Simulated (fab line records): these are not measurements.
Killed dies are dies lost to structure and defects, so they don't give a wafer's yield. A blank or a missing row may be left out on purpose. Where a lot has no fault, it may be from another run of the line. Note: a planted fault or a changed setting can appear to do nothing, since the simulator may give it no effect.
A lot that was struck, set against a sound lot ; flow berkeley-cmos170 ; 15 steps out of a route of 331
Sound: the wafers L236.3, L236.5, L236.6. Struck: wafer L238.6 (left out: L238.2, L238.4 of the same lot, which were not struck); the cause appears at the end.
At each step with rows: each side's tool, then ch and its chambers, then its first start. Under that, the readings that differ: sound wafers ; struck wafers ; difference of the means ; sigmas: that difference in standard deviations of wafers without a fault.
alike: words and numbers the same on both sides, and readings whose means are apart by under 2 such deviations; not compared: readings that were withheld, readings missing a value for some wafer, numbers with overlapping values and no deviation given by the record, and bounds like >300 which may hide the same value.
A row with sigmas, a row that says differs or no value, or rows on one side alone: a step with any of these is where the two part. When numbers do not overlap yet have no deviation, they are printed without sigmas and do not part them. Lack of a reading on every wafer of one side parts them only where that side has two or more wafers.

first, 2 steps without rows for these wafers: UCB170_PWELL_ANNEAL_04 (time 922 s); UCB170_PWELL_CVD_05 (deposits Si3N4 from SiH2Cl2/NH3, target thk 220 nm, time 3300 s).
UCB170_PWELL_THK_MEAS_06:
  struck on film-metro-02, day 5 04:38; sound on film-metro-04, day 4 17:32
  alike: PWELL_NITRIDE_THK
then, 6 steps without rows for these wafers: UCB170_PWELL_HMDS_07 (prime time 60 s); UCB170_PWELL_COAT_08 (resist thk 900 nm); UCB170_PWELL_SOFTBAKE_09 (time 60 s); UCB170_PWELL_EXPOSE_10 (exposes mask PWELL, target cd 3000 nm); UCB170_PWELL_PEB_11; UCB170_PWELL_DEVELOP_12 (develop time 45 s).
UCB170_PWELL_OVL_MEAS_13:
  struck on overlay-02, day 5 05:40; sound on overlay-01, day 4 18:51
  alike: PWELL_OVL
UCB170_PWELL_ETCH_14: etches Si3N4 in CH3F/Ar/O2, stops on SiO2, target depth 242 nm, time 151 s.
  sound on rie-diel-03 ch 2,3, day 4 18:52; struck on rie-diel-01 ch 0, day 5 05:41
  alike: drypump-motor-current-A, oes-product-au, throttle-valve-pct
  not compared: rf-hours-counter-h
next, for these wafers, 1 step has no rows: UCB170_PWELL_IMPLANT_15.
UCB170_PWELL_STRIP_16: strips in O2.
  sound on plasma-asher-04 ch 0,1, day 4 19:09; struck on plasma-asher-04 ch 1, day 5 05:56
reading;sound;struck;difference;sigmas
oes-product-au (a.u.);0.730 0.716 0.724;0.646;-0.077;-17
overash-fraction;0.5 0.5 0.5;0.8;+0.3;
  alike: drypump-motor-current-A, strip-time-to-endpoint-s
  not compared: rf-hours-counter-h
UCB170_PWELL_TW_MEAS_17:
  struck on film-metro-04, day 5 06:03; sound on film-metro-02, day 4 19:14
  alike: PWELL_TW
-- the record jumps here: 6 days lie between the struck wafers' starts before and after (it left off in module PWELL and takes up again in module M3, whose first step shown is number 331 of the route) --
UCB170_M3_PROBE_99:
  rows exist in the record for the struck wafers here (prober-01, day 11 16:13), but not for the sound ones

## WHERE THEY PART
At UCB170_PWELL_STRIP_16 first; at UCB170_M3_PROBE_99 last (within this record only).

WHY: what the simulator had put in
plasma-asher-04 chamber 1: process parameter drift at UCB170_PWELL_STRIP_16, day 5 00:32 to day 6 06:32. The setting overash-fraction was moved by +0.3, starting from 0.5. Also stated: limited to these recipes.
